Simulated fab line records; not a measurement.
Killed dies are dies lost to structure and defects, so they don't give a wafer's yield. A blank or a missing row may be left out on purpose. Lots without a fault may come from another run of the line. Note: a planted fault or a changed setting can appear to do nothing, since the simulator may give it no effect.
fab line records | flow berkeley_cmos170 | part 1 of 2: steps 1 to 28 of 39
record: lots: 5 | wafers: 15 | last_day: 10
route steps=331 shown PLDD@154 NLDD@158 SPACER@171 PSD@175 NSD@187
lots with no fault: from the same line, run without faults
start_h: start of the lot's first displayed wafer, in hours after the record's first day | wait_h: time in hours since the lot's previous step | " identical to the entry in the row above | L1.1+2: one row covering several wafers at once | - no value present, or no start provided | * or withheld: withheld | < > ~ a bound
route shown NAME@n: a module of which the file shows steps, and the number in the route of the first | usual: mean/standard deviation of fault-free wafers | same: alike in all rows | chamber/n: place in a boat | sites: readings site by site | _std_site: standard deviation of those values | _edge_site: inner sites' mean taken away from outer sites' mean | radius_mm: for every site, how far away it sits from the centre of the wafer | mask NAME#n: copy n | behind: the last tool/chamber to shape the wafer | hold: reason for holding the lot/hours on hold/outcome of the hold | device: names the non-switching transistor (n, p or np) | end of line: at the end of the route, the tests of the same wafers | for a step that has no rows: nothing shown but its recipe | killed: at the first sort, the dies lost to defects and structure; wafer yield is something else | map: the dies of a wafer, with x for killed, . for not killed, _ for no die there
set.NAME: the setting as run; set.NAME@STEP: as run at that earlier step | model.NAME: the simulator's own value behind a step, which no gauge read
a table for each step, a row for each wafer; lots at some steps of the route
services: the hour from which a tool's chamber was out of use, counted from the record's first day as start_h (under 0 if before that day), plus the number of hours and why
== steps ==
step: UCB170_PLDD_IMPLANT_09
recipe: species: BF2 | dose_cm2: 5e+13 | energy_kev: 10 | tilt_deg: 7 | rotation_deg: 180
usual: end_station_pressure_torr: 5.13e-06/2.6e-07 | faraday_current_uA: 159/3.3
lot.wafer | tool         | chamber | start_h | wait_h | end_station_pressure_torr | faraday_current_uA
L075.2    | implanter-01 | 0       | 158.14  | 0.1    | 4.92e-06                  | 157
L075.3    | "            | 0       | "       | "      | 4.62e-06                  | 156
L075.6    | "            | 0       | "       | "      | 5.24e-06                  | 159
L077.4    | implanter-02 | 0       | 163.17  | 0.1    | 5.33e-06                  | 163
L077.5    | "            | 0       | "       | "      | 5.09e-06                  | 154
L077.6    | "            | 0       | "       | "      | 5.33e-06                  | 155
L076.2    | implanter-04 | 0       | 163.39  | 0.1    | 5.07e-06                  | 159
L076.3    | "            | 0       | "       | "      | 5.35e-06                  | 161
L076.5    | "            | 0       | "       | "      | 5.46e-06                  | 160
L078.2    | implanter-01 | 0       | 163.51  | 0.1    | 5.15e-06                  | 160
L078.3    | "            | 0       | "       | "      | 5.37e-06                  | 161
L078.5    | "            | 0       | "       | "      | 5.16e-06                  | 154
L083.1    | implanter-02 | 0       | 191.97  | 0.1    | 5.42e-06                  | 160
L083.4    | "            | 0       | "       | "      | 5.2e-06                   | 156
L083.6    | "            | 0       | "       | "      | 5.48e-06                  | 155
step: UCB170_PLDD_STRIP_10
recipe: chemistry: O2 | power_w: 400 | pressure_mtorr: 3500 | platen_temp_c: withheld | o2_flow_sccm: 400 | overash_fraction: 0.5
usual: drypump_motor_current_A: 5.4/0.3 | oes_product_au: 0.734/0.0047 | strip_time_to_endpoint_s: 21.64/0.056
lot.wafer | tool            | chamber | start_h | wait_h | drypump_motor_current_A | oes_product_au | rf_hours_counter_h | strip_time_to_endpoint_s
L075.2    | plasma_asher-03 | 0       | 158.27  | 0.1    | 4.9                     | 0.737          | 37                 | 21.63
L075.3    | "               | 1       | "       | "      | 5.6                     | 0.739          | -                  | 21.67
L075.6    | "               | 1       | "       | "      | 5.7                     | 0.731          | -                  | 21.69
L077.4    | plasma_asher-01 | 0       | 163.27  | 0.1    | 5.4                     | 0.733          | -                  | 21.59
L077.5    | "               | 1       | "       | "      | 5.8                     | 0.736          | -                  | 21.63
L077.6    | "               | 0       | "       | "      | 5.4                     | 0.741          | -                  | 21.60
L076.2    | plasma_asher-03 | 1       | 163.52  | 0.1    | 5.7                     | 0.731          | 38                 | 21.67
L076.3    | "               | 0       | "       | "      | 4.9                     | 0.732          | -                  | 21.66
L076.5    | "               | 1       | "       | "      | 5.7                     | 0.736          | -                  | 21.64
L078.2    | plasma_asher-01 | 0       | 163.63  | 0.1    | 5.4                     | 0.724          | 43                 | 21.62
L078.3    | "               | 0       | "       | "      | 5.4                     | 0.733          | -                  | 21.73
L078.5    | "               | 1       | "       | "      | 5.7                     | 0.734          | -                  | 21.64
L083.1    | plasma_asher-03 | 0       | 192.12  | 0.1    | 4.9                     | 0.735          | 42                 | 21.65
L083.4    | "               | 0       | "       | "      | 4.9                     | 0.725          | -                  | 21.55
L083.6    | "               | 1       | "       | "      | 5.7                     | 0.730          | -                  | 21.64
step: UCB170_PLDD_TW_MEAS_11
usual: PLDD_TW: 1001/8.7
lot.wafer | tool          | chamber | start_h | wait_h | PLDD_TW
L075.2    | film_metro-01 | -       | 158.38  | 0.1    | 1002
L075.3    | "             | -       | "       | "      | 1000
L075.6    | "             | -       | "       | "      | 999
L077.4    | film_metro-03 | -       | 163.37  | 0.1    | 993
L077.5    | "             | -       | "       | "      | 992
L077.6    | "             | -       | "       | "      | 996
L076.2    | film_metro-01 | -       | 163.63  | 0.1    | 1003
L076.3    | "             | -       | "       | "      | 1000
L076.5    | "             | -       | "       | "      | 1001
L078.2    | film_metro-03 | -       | 163.74  | 0.1    | 997
L078.3    | "             | -       | "       | "      | 996
L078.5    | "             | -       | "       | "      | 997
L083.1    | film_metro-02 | -       | 192.22  | 0.1    | 1016
L083.4    | "             | -       | "       | "      | 1012
L083.6    | "             | -       | "       | "      | 1007
step: UCB170_PLDD_CLEAN_12
recipe: chemistry: SPM | temp_c: 120 | time_s: 600
lot.wafer  | tool         | chamber | start_h | wait_h
L075.2+3+6 | wet_bench-03 | 2       | 158.43  | 0.0
L077.4+5+6 | wet_bench-01 | 2       | 163.56  | 0.2
L076.2+3+5 | wet_bench-01 | 3       | 163.73  | 0.1
L078.2+3+5 | wet_bench-01 | 3       | 164.08  | 0.3
L083.1+4+6 | wet_bench-04 | 2       | 192.28  | 0.1
step: UCB170_NLDD_HMDS_00
recipe: prime_time_s: 60 | prime_temp_c: 100
lot.wafer  | tool           | chamber | start_h | wait_h
L075.2+3+6 | litho_track-04 | 0       | 159.01  | 0.4
L077.4+5+6 | litho_track-04 | 0       | 163.81  | 0.1
L076.2+3+5 | litho_track-01 | 0       | 163.93  | 0.0
L078.2+3+5 | litho_track-04 | 0       | 164.66  | 0.4
L083.1+4+6 | litho_track-01 | 0       | 192.46  | 0.0
step: UCB170_NLDD_COAT_01
recipe: resist: KrF | spin_rpm: 1500 | resist_thk_nm: 900
usual: spin_speed_rpm: 1499.8/0.99
lot.wafer | tool           | chamber | start_h | wait_h | spin_speed_rpm
L075.2    | litho_track-04 | 0       | 159.16  | 0.1    | 1500.2
L075.3    | "              | 0       | "       | "      | 1498.4
L075.6    | "              | 0       | "       | "      | 1500.6
L077.4    | litho_track-04 | 0       | 163.96  | 0.1    | 1499.2
L077.5    | "              | 0       | "       | "      | 1498.4
L077.6    | "              | 0       | "       | "      | 1499.3
L076.2    | litho_track-01 | 0       | 164.08  | 0.1    | 1500.9
L076.3    | "              | 0       | "       | "      | 1501.0
L076.5    | "              | 0       | "       | "      | 1500.6
L078.2    | litho_track-04 | 0       | 164.81  | 0.1    | 1498.7
L078.3    | "              | 0       | "       | "      | 1498.9
L078.5    | "              | 0       | "       | "      | 1498.4
L083.1    | litho_track-01 | 0       | 192.61  | 0.1    | 1499.3
L083.4    | "              | 0       | "       | "      | 1498.1
L083.6    | "              | 0       | "       | "      | 1498.8
step: UCB170_NLDD_SOFTBAKE_02
recipe: resist: KrF | temp_c: 130 | time_s: 60
lot.wafer  | tool           | chamber | start_h | wait_h
L075.2+3+6 | litho_track-04 | 0       | 159.31  | 0.1
L077.4+5+6 | litho_track-04 | 0       | 164.11  | 0.1
L076.2+3+5 | litho_track-01 | 0       | 164.23  | 0.1
L078.2+3+5 | litho_track-04 | 0       | 164.96  | 0.1
L083.1+4+6 | litho_track-01 | 0       | 192.76  | 0.1
step: UCB170_NLDD_EXPOSE_03
recipe: mask_id: NSELECT | na: 0.5 | sigma_outer: 0.6 | source_shape: conventional | target_cd_nm: 1200 | dose_mj: 30
usual: focus_offset_nm: 0.1/0.53 | reticle_temp_C: 23.01/0.11
lot.wafer | tool           | chamber | start_h | wait_h | mask      | focus_offset_nm | reticle_temp_C
L075.2    | krf_scanner-01 | 0       | 159.58  | 0.2    | NSELECT#0 | 0.2             | 23.09
L075.3    | "              | 0       | "       | "      | NSELECT#0 | -0.3            | 22.97
L075.6    | "              | 0       | "       | "      | NSELECT#0 | 0.4             | 23.01
L077.4    | krf_scanner-01 | 0       | 164.24  | 0.1    | NSELECT#0 | -0.5            | 23.18
L077.5    | "              | 0       | "       | "      | NSELECT#0 | -0.7            | 23.13
L077.6    | "              | 0       | "       | "      | NSELECT#0 | -0.1            | 23.07
L076.2    | krf_scanner-02 | 0       | 164.50  | 0.2    | NSELECT#0 | -0.8            | 22.90
L076.3    | "              | 0       | "       | "      | NSELECT#0 | 0.0             | 22.88
L076.5    | "              | 0       | "       | "      | NSELECT#0 | -0.8            | 22.89
L078.2    | krf_scanner-02 | 0       | -       | -      | NSELECT#0 | -0.1            | 22.86
L078.3    | "              | 0       | "       | "      | NSELECT#0 | 0.6             | 23.05
L078.5    | "              | 0       | "       | "      | NSELECT#0 | 0.3             | 22.89
L083.1    | krf_scanner-01 | 0       | 192.91  | 0.1    | NSELECT#0 | -0.1            | 22.97
L083.4    | "              | 0       | "       | "      | NSELECT#0 | -0.9            | 22.91
L083.6    | "              | 0       | "       | "      | NSELECT#0 | -0.2            | 23.07
step: UCB170_NLDD_PEB_04
recipe: peb_temp_c: 130 | peb_time_s: withheld | resist: KrF
lot.wafer  | tool           | chamber | start_h | wait_h
L075.2+3+6 | litho_track-01 | 0       | 160.01  | 0.4
L077.4+5+6 | litho_track-04 | 0       | 165.16  | 0.9
L076.2+3+5 | litho_track-03 | 0       | 165.28  | 0.8
L078.2+3+5 | litho_track-04 | 0       | -       | -
L083.1+4+6 | litho_track-01 | 0       | 193.02  | 0.1
step: UCB170_NLDD_DEVELOP_05
recipe: developer: TMAH | develop_time_s: 45 | resist: KrF | dev_temp_c: 21
lot.wafer  | tool           | chamber | start_h | wait_h
L075.2+3+6 | litho_track-01 | 0       | -       | -
L077.4+5+6 | litho_track-04 | 0       | -       | -
L076.2+3+5 | litho_track-03 | 0       | -       | -
L078.2+3+5 | litho_track-04 | 0       | -       | -
L083.1+4+6 | litho_track-01 | 0       | -       | -
step: UCB170_NLDD_CD_MEAS_06
recipe: target_cd_nm: 1200
usual: cd_nm: 1200.0/1.2
lot.wafer | tool      | chamber | start_h | wait_h | cd_nm
L075.2    | cd_sem-01 | -       | 160.28  | -      | 1200.1
L075.3    | "         | -       | "       | "      | 1197.8
L075.6    | "         | -       | "       | "      | 1197.5
L077.4    | cd_sem-02 | -       | 165.42  | -      | 1199.8
L077.5    | "         | -       | "       | "      | 1199.2
L077.6    | "         | -       | "       | "      | 1199.3
L076.2    | cd_sem-01 | -       | 165.55  | -      | 1200.1
L076.3    | "         | -       | "       | "      | 1199.4
L076.5    | "         | -       | "       | "      | 1202.2
L078.2    | cd_sem-02 | -       | 166.65  | -      | 1198.7
L078.3    | "         | -       | "       | "      | 1200.2
L078.5    | "         | -       | "       | "      | 1199.7
L083.1    | cd_sem-02 | -       | 193.30  | -      | 1202.0
L083.4    | "         | -       | "       | "      | 1201.8
L083.6    | "         | -       | "       | "      | 1202.1
step: UCB170_NLDD_OVL_MEAS_07
usual: NLDD_OVL: -1/6.6
lot.wafer | tool       | chamber | start_h | wait_h | NLDD_OVL[nm]
L075.2    | overlay-02 | -       | 160.39  | 0.1    | -4
L075.3    | "          | -       | "       | "      | 0
L075.6    | "          | -       | "       | "      | -7
L077.4    | overlay-01 | -       | 165.50  | 0.1    | -6
L077.5    | "          | -       | "       | "      | -1
L077.6    | "          | -       | "       | "      | 5
L076.2    | overlay-02 | -       | 165.66  | 0.1    | 2
L076.3    | "          | -       | "       | "      | 12
L076.5    | "          | -       | "       | "      | 6
L078.2    | overlay-01 | -       | 166.76  | 0.1    | 9
L078.3    | "          | -       | "       | "      | 8
L078.5    | "          | -       | "       | "      | -2
L083.1    | overlay-01 | -       | 193.42  | 0.1    | -3
L083.4    | "          | -       | "       | "      | -6
L083.6    | "          | -       | "       | "      | -9
step: UCB170_NLDD_IMPLANT_08
recipe: species: As | dose_cm2: 5e+13 | energy_kev: 30 | tilt_deg: 7 | rotation_deg: 0
usual: end_station_pressure_torr: 5.14e-06/2.6e-07 | faraday_current_uA: 159/3.2
lot.wafer | tool         | chamber | start_h | wait_h | end_station_pressure_torr | faraday_current_uA
L075.2    | implanter-03 | 0       | 160.44  | 0.0    | 5.45e-06                  | 162
L075.3    | "            | 0       | "       | "      | 5.04e-06                  | 162
L075.6    | "            | 0       | "       | "      | 5.4e-06                   | 157
L077.4    | implanter-03 | 0       | 165.59  | 0.1    | 4.76e-06                  | 165
L077.5    | "            | 0       | "       | "      | 4.96e-06                  | 159
L077.6    | "            | 0       | "       | "      | 5.01e-06                  | 159
L076.2    | implanter-02 | 0       | 165.72  | 0.0    | 4.81e-06                  | 163
L076.3    | "            | 0       | "       | "      | 5.32e-06                  | 159
L076.5    | "            | 0       | "       | "      | 5.19e-06                  | 164
L078.2    | implanter-01 | 0       | 166.81  | 0.0    | 5.21e-06                  | 162
L078.3    | "            | 0       | "       | "      | 4.87e-06                  | 157
L078.5    | "            | 0       | "       | "      | 5.49e-06                  | 162
L083.1    | implanter-01 | 0       | 193.45  | 0.0    | 5.18e-06                  | 159
L083.4    | "            | 0       | "       | "      | 5.26e-06                  | 159
L083.6    | "            | 0       | "       | "      | 4.96e-06                  | 165
step: UCB170_NLDD_IMPLANT_09
recipe: species: As | dose_cm2: 4.943e+13 | energy_kev: 30 | tilt_deg: 7 | rotation_deg: 180
usual: end_station_pressure_torr: 5.11e-06/2.6e-07 | faraday_current_uA: 156/3.1
lot.wafer | tool         | chamber | start_h | wait_h | end_station_pressure_torr | faraday_current_uA
L075.2    | implanter-03 | 0       | 160.59  | 0.1    | 5.07e-06                  | 156
L075.3    | "            | 0       | "       | "      | 5.75e-06                  | 158
L075.6    | "            | 0       | "       | "      | 5.11e-06                  | 154
L077.4    | implanter-03 | 0       | 165.74  | 0.1    | 5.11e-06                  | 154
L077.5    | "            | 0       | "       | "      | 4.39e-06                  | 162
L077.6    | "            | 0       | "       | "      | 4.72e-06                  | 160
L076.2    | implanter-02 | 0       | 165.87  | 0.1    | 5.41e-06                  | 157
L076.3    | "            | 0       | "       | "      | 4.63e-06                  | 154
L076.5    | "            | 0       | "       | "      | 5.31e-06                  | 156
L078.2    | implanter-01 | 0       | 166.96  | 0.1    | 5.11e-06                  | 156
L078.3    | "            | 0       | "       | "      | 5.5e-06                   | 162
L078.5    | "            | 0       | "       | "      | 4.86e-06                  | 154
L083.1    | implanter-01 | 0       | 193.60  | 0.1    | 5.07e-06                  | 154
L083.4    | "            | 0       | "       | "      | 4.87e-06                  | 157
L083.6    | "            | 0       | "       | "      | 5.02e-06                  | 159
step: UCB170_NLDD_STRIP_10
recipe: chemistry: O2 | power_w: 400 | pressure_mtorr: 3500 | platen_temp_c: withheld | o2_flow_sccm: 400 | overash_fraction: 0.5
usual: drypump_motor_current_A: 5.30/0.28 | oes_product_au: 0.735/0.0052 | strip_time_to_endpoint_s: 21.65/0.053
lot.wafer | tool            | chamber | start_h | wait_h | drypump_motor_current_A | oes_product_au | rf_hours_counter_h | strip_time_to_endpoint_s
L075.2    | plasma_asher-03 | 1       | 160.72  | 0.1    | 5.67                    | 0.738          | 38                 | 21.61
L075.3    | "               | 0       | "       | "      | 4.88                    | 0.742          | -                  | 21.66
L075.6    | "               | 0       | "       | "      | 4.87                    | 0.741          | -                  | 21.65
L077.4    | plasma_asher-04 | 0       | 165.85  | 0.1    | 5.46                    | 0.738          | -                  | 21.66
L077.5    | "               | 0       | "       | "      | 5.47                    | 0.738          | -                  | 21.66
L077.6    | "               | 1       | "       | "      | 5.42                    | 0.729          | -                  | 21.72
L076.2    | plasma_asher-03 | 0       | 165.99  | 0.1    | 4.86                    | 0.738          | 38                 | 21.66
L076.3    | "               | 1       | "       | "      | 5.70                    | 0.737          | -                  | 21.65
L076.5    | "               | 0       | "       | "      | 4.85                    | 0.741          | -                  | 21.53
L078.2    | plasma_asher-04 | 1       | 167.09  | 0.1    | 5.45                    | 0.740          | 5                  | 21.68
L078.3    | "               | 0       | "       | "      | 5.45                    | 0.742          | -                  | 21.72
L078.5    | "               | 0       | "       | "      | 5.45                    | 0.734          | -                  | 21.72
L083.1    | plasma_asher-04 | 0       | 193.75  | 0.1    | 5.47                    | 0.736          | 7                  | 21.62
L083.4    | "               | 1       | "       | "      | 5.44                    | 0.736          | -                  | 21.53
L083.6    | "               | 1       | "       | "      | 5.42                    | 0.724          | -                  | 21.58
step: UCB170_NLDD_TW_MEAS_11
usual: NLDD_TW: 2191/15
lot.wafer | tool          | chamber | start_h | wait_h | NLDD_TW
L075.2    | film_metro-03 | -       | 160.83  | 0.1    | 2190
L075.3    | "             | -       | "       | "      | 2174
L075.6    | "             | -       | "       | "      | 2185
L077.4    | film_metro-01 | -       | 165.95  | 0.1    | 2185
L077.5    | "             | -       | "       | "      | 2186
L077.6    | "             | -       | "       | "      | 2188
L076.2    | film_metro-03 | -       | 166.10  | 0.1    | 2189
L076.3    | "             | -       | "       | "      | 2182
L076.5    | "             | -       | "       | "      | 2177
L078.2    | film_metro-01 | -       | 167.20  | 0.1    | 2180
L078.3    | "             | -       | "       | "      | 2194
L078.5    | "             | -       | "       | "      | 2196
L083.1    | film_metro-03 | -       | 193.85  | 0.1    | 2184
L083.4    | "             | -       | "       | "      | 2176
L083.6    | "             | -       | "       | "      | 2184
step: UCB170_NLDD_CLEAN_12
recipe: chemistry: SPM | temp_c: 120 | time_s: 600
lot.wafer  | tool         | chamber | start_h | wait_h
L075.2+3+6 | wet_bench-01 | 0       | 160.88  | 0.0
L077.4+5+6 | wet_bench-04 | 3       | 165.98  | 0.0
L076.2+3+5 | wet_bench-04 | 2       | 166.18  | 0.1
L078.2+3+5 | wet_bench-04 | 2       | 167.25  | 0.0
L083.1+4+6 | wet_bench-02 | 0       | 193.91  | 0.1
step: UCB170_SPACER_CVD_00
recipe: material: SiO2 | target_thk_nm: 376 | temp_c: 390 | precursor: TEOS/O2 | time_s: 47 | rf_w: 550 | pressure_mtorr: 9000
usual: heater_power_w: 253/45
lot.wafer | tool     | chamber | start_h | wait_h | heater_power_w
L075.2    | pecvd-01 | 1       | 161.05  | 0.0    | 307
L075.3    | "        | 2       | "       | "      | 171
L075.6    | "        | 2       | "       | "      | 180
L077.4    | pecvd-03 | 2       | 166.20  | 0.0    | 251
L077.5    | "        | 0       | "       | "      | 303
L077.6    | "        | 1       | "       | "      | 224
L076.2    | pecvd-01 | 1       | 166.39  | 0.0    | 281
L076.3    | "        | 2       | "       | "      | 199
L076.5    | "        | 0       | "       | "      | 287
L078.2    | pecvd-04 | 2       | 167.46  | 0.0    | 161
L078.3    | "        | 1       | "       | "      | 284
L078.5    | "        | 1       | "       | "      | 298
L083.1    | pecvd-03 | 2       | 194.09  | 0.0    | 264
L083.4    | "        | 1       | "       | "      | 240
L083.6    | "        | 0       | "       | "      | 246
step: UCB170_SPACER_THK_MEAS_01
recipe: reads: SiO2_of_SPACER_CVD_00
usual: SPACER_TEOS_THK: 377/5.3
lot.wafer | tool          | chamber | start_h | wait_h | SPACER_TEOS_THK[nm]
L075.2    | film_metro-03 | -       | 161.10  | 0.0    | 371
L075.3    | "             | -       | "       | "      | 371
L075.6    | "             | -       | "       | "      | 381
L077.4    | film_metro-03 | -       | 166.26  | 0.0    | 368
L077.5    | "             | -       | "       | "      | 378
L077.6    | "             | -       | "       | "      | 372
L076.2    | film_metro-04 | -       | 166.44  | 0.0    | 374
L076.3    | "             | -       | "       | "      | 371
L076.5    | "             | -       | "       | "      | 377
L078.2    | film_metro-04 | -       | 167.51  | 0.0    | 378
L078.3    | "             | -       | "       | "      | 378
L078.5    | "             | -       | "       | "      | 379
L083.1    | film_metro-03 | -       | 194.13  | 0.0    | 366
L083.4    | "             | -       | "       | "      | 375
L083.6    | "             | -       | "       | "      | 383
step: UCB170_SPACER_ANNEAL_02
recipe: temp_c: 900 | time_s: 1800 | ambient: N2
usual: zone_power_source_pct: 24.7/2.7
lot.wafer | tool       | chamber | start_h | wait_h | zone_power_source_pct
L075.2    | furnace-02 | 0       | 163.03  | 1.9    | 23.1
L075.3    | "          | 0       | "       | "      | 23.0
L075.6    | "          | 0       | "       | "      | 23.1
L076.2    | furnace-02 | 0       | 170.88  | 4.4    | 22.8
L076.3    | "          | 0       | "       | "      | 22.7
L076.5    | "          | 0       | "       | "      | 23.3
L077.4    | furnace-02 | 0       | 170.88  | 4.6    | 22.9
L077.5    | "          | 0       | "       | "      | 23.0
L077.6    | "          | 0       | "       | "      | 23.1
L078.2    | furnace-02 | 0       | 170.88  | 3.4    | 23.1
L078.3    | "          | 0       | "       | "      | 23.1
L078.5    | "          | 0       | "       | "      | 23.0
L083.1    | furnace-02 | 0       | 199.53  | 5.4    | 23.4
L083.4    | "          | 0       | "       | "      | 23.4
L083.6    | "          | 0       | "       | "      | 22.9
step: UCB170_SPACER_ETCHBACK_03
recipe: stop_on: Si | target: SiO2 | chemistry: CHF3/CF4/Ar | CHF3_flow_sccm: 50 | cf4_flow_sccm: 10 | Ar_flow_sccm: 120 | pressure_mtorr: 200 | rf_w: 500 | target_depth_a: 3760 | time_s: 100
usual: drypump_motor_current_A: 5.5/0.45 | oes_product_au: 0.900/0.015 | throttle_valve_pct: 6.45/0.12
lot.wafer | tool        | chamber | start_h | wait_h | drypump_motor_current_A | oes_product_au | rf_hours_counter_h | throttle_valve_pct
L075.2    | rie_diel-01 | 2       | 164.53  | 0.0    | 5.3                     | 0.901          | 19                 | 6.36
L075.3    | "           | 0       | "       | "      | 5.4                     | 0.899          | 115                | 6.57
L075.6    | "           | 3       | "       | "      | 5.0                     | 0.899          | -                  | 6.35
L076.2    | rie_diel-02 | 2       | 172.38  | 0.0    | 6.1                     | 0.916          | 19                 | 6.37
L076.3    | "           | 0       | "       | "      | 5.6                     | 0.867          | 10                 | 6.64
L076.5    | "           | 3       | "       | "      | 6.2                     | 0.902          | -                  | 6.24
L077.4    | rie_diel-04 | 1       | 172.38  | 0.0    | 5.6                     | 0.900          | 159                | 6.52
L077.5    | "           | 3       | "       | "      | 4.8                     | 0.906          | -                  | 6.62
L077.6    | "           | 2       | "       | "      | 5.7                     | 0.883          | -                  | 6.55
L078.2    | rie_diel-01 | 0       | 172.38  | 0.0    | 5.4                     | 0.905          | 115                | 6.57
L078.3    | "           | 2       | "       | "      | 5.3                     | 0.919          | 19                 | 6.39
L078.5    | "           | 3       | "       | "      | 5.0                     | 0.897          | -                  | 6.35
L083.1    | rie_diel-01 | 2       | 201.10  | 0.1    | 5.2                     | 0.889          | 20                 | 6.36
L083.4    | "           | 1       | "       | "      | 6.2                     | 0.906          | 127                | 6.38
L083.6    | "           | 2       | "       | "      | 5.2                     | 0.919          | -                  | 6.37
step: UCB170_PSD_HMDS_00
recipe: prime_time_s: 60 | prime_temp_c: 100
lot.wafer  | tool           | chamber | start_h | wait_h
L075.2+3+6 | litho_track-02 | 0       | 165.40  | 0.8
L076.2+3+5 | litho_track-03 | 0       | 172.48  | 0.1
L078.2+3+5 | litho_track-01 | 0       | 172.48  | 0.1
L077.4+5+6 | litho_track-02 | 0       | 172.53  | 0.1
L083.1+4+6 | litho_track-02 | 0       | 201.55  | 0.4
step: UCB170_PSD_COAT_01
recipe: resist: KrF | spin_rpm: 1500 | resist_thk_nm: 900
usual: spin_speed_rpm: 1500.1/0.93
lot.wafer | tool           | chamber | start_h | wait_h | spin_speed_rpm
L075.2    | litho_track-02 | 0       | 165.55  | 0.1    | 1500.3
L075.3    | "              | 0       | "       | "      | 1498.7
L075.6    | "              | 0       | "       | "      | 1500.5
L076.2    | litho_track-03 | 0       | 172.63  | 0.1    | 1499.7
L076.3    | "              | 0       | "       | "      | 1499.5
L076.5    | "              | 0       | "       | "      | 1501.6
L078.2    | litho_track-01 | 0       | 172.63  | 0.1    | 1500.0
L078.3    | "              | 0       | "       | "      | 1499.8
L078.5    | "              | 0       | "       | "      | 1499.8
L077.4    | litho_track-02 | 0       | 172.68  | 0.1    | 1500.5
L077.5    | "              | 0       | "       | "      | 1500.6
L077.6    | "              | 0       | "       | "      | 1500.3
L083.1    | litho_track-02 | 0       | 201.70  | 0.1    | 1498.7
L083.4    | "              | 0       | "       | "      | 1500.7
L083.6    | "              | 0       | "       | "      | 1499.9
step: UCB170_PSD_SOFTBAKE_02
recipe: resist: KrF | temp_c: 130 | time_s: 60
lot.wafer  | tool           | chamber | start_h | wait_h
L075.2+3+6 | litho_track-02 | 0       | 165.70  | 0.1
L076.2+3+5 | litho_track-03 | 0       | 172.78  | 0.1
L078.2+3+5 | litho_track-01 | 0       | 172.78  | 0.1
L077.4+5+6 | litho_track-02 | 0       | 172.83  | 0.1
L083.1+4+6 | litho_track-02 | 0       | 201.85  | 0.1
step: UCB170_PSD_EXPOSE_03
recipe: mask_id: PSELECT_MOD | na: 0.5 | sigma_outer: 0.6 | source_shape: conventional | target_cd_nm: 1200 | dose_mj: 30
usual: focus_offset_nm: 0.1/0.5 | reticle_temp_C: 23.02/0.1
lot.wafer | tool           | chamber | start_h | wait_h | mask          | focus_offset_nm | reticle_temp_C
L075.2    | krf_scanner-01 | 0       | 166.25  | 0.5    | PSELECT_MOD#0 | -0.4            | 23.05
L075.3    | "              | 0       | "       | "      | PSELECT_MOD#0 | -0.5            | 23.05
L075.6    | "              | 0       | "       | "      | PSELECT_MOD#0 | 0.2             | 23.10
L077.4    | krf_scanner-02 | 0       | 173.09  | 0.2    | PSELECT_MOD#0 | 0.3             | 23.06
L077.5    | "              | 0       | "       | "      | PSELECT_MOD#0 | 0.4             | 23.17
L077.6    | "              | 0       | "       | "      | PSELECT_MOD#0 | 0.0             | 23.08
L078.2    | krf_scanner-02 | 0       | 173.16  | 0.4    | PSELECT_MOD#0 | -0.6            | 23.04
L078.3    | "              | 0       | "       | "      | PSELECT_MOD#0 | -0.8            | 23.09
L078.5    | "              | 0       | "       | "      | PSELECT_MOD#0 | -0.5            | 23.04
L076.2    | krf_scanner-01 | 0       | 173.40  | 0.6    | PSELECT_MOD#0 | 0.1             | 22.87
L076.3    | "              | 0       | "       | "      | PSELECT_MOD#0 | 0.0             | 23.00
L076.5    | "              | 0       | "       | "      | PSELECT_MOD#0 | 0.6             | 23.14
L083.1    | krf_scanner-02 | 0       | 202.28  | 0.4    | PSELECT_MOD#0 | -0.1            | 23.02
L083.4    | "              | 0       | "       | "      | PSELECT_MOD#0 | 0.8             | 22.86
L083.6    | "              | 0       | "       | "      | PSELECT_MOD#0 | 0.1             | 22.98
step: UCB170_PSD_PEB_04
recipe: peb_temp_c: 130 | peb_time_s: withheld | resist: KrF
lot.wafer  | tool           | chamber | start_h | wait_h
L075.2+3+6 | litho_track-03 | 0       | 167.18  | 0.9
L077.4+5+6 | litho_track-01 | 0       | 173.43  | 0.3
L078.2+3+5 | litho_track-01 | 0       | 173.65  | 0.5
L076.2+3+5 | litho_track-02 | 0       | 173.83  | 0.4
L083.1+4+6 | litho_track-02 | 0       | 202.76  | 0.5
step: UCB170_PSD_DEVELOP_05
recipe: developer: TMAH | develop_time_s: 45 | resist: KrF | dev_temp_c: 21
lot.wafer  | tool           | chamber | start_h | wait_h
L075.2+3+6 | litho_track-03 | 0       | -       | -
L077.4+5+6 | litho_track-01 | 0       | -       | -
L078.2+3+5 | litho_track-01 | 0       | -       | -
L076.2+3+5 | litho_track-02 | 0       | -       | -
L083.1+4+6 | litho_track-02 | 0       | -       | -
step: UCB170_PSD_CD_MEAS_06
recipe: target_cd_nm: 1200
usual: cd_nm: 1200.2/1.8
lot.wafer | tool      | chamber | start_h | wait_h | cd_nm
L075.2    | cd_sem-01 | -       | 167.45  | -      | 1196.5
L075.3    | "         | -       | "       | "      | 1197.2
L075.6    | "         | -       | "       | "      | 1197.4
L077.4    | cd_sem-01 | -       | 173.69  | -      | 1201.8
L077.5    | "         | -       | "       | "      | 1201.2
L077.6    | "         | -       | "       | "      | 1202.3
L078.2    | cd_sem-01 | -       | 173.92  | -      | 1199.6
L078.3    | "         | -       | "       | "      | 1202.3
L078.5    | "         | -       | "       | "      | 1201.9
L076.2    | cd_sem-01 | -       | 174.10  | -      | 1199.2
L076.3    | "         | -       | "       | "      | 1200.6
L076.5    | "         | -       | "       | "      | 1201.6
L083.1    | cd_sem-02 | -       | 203.04  | -      | 1200.9
L083.4    | "         | -       | "       | "      | 1200.4
L083.6    | "         | -       | "       | "      | 1200.8
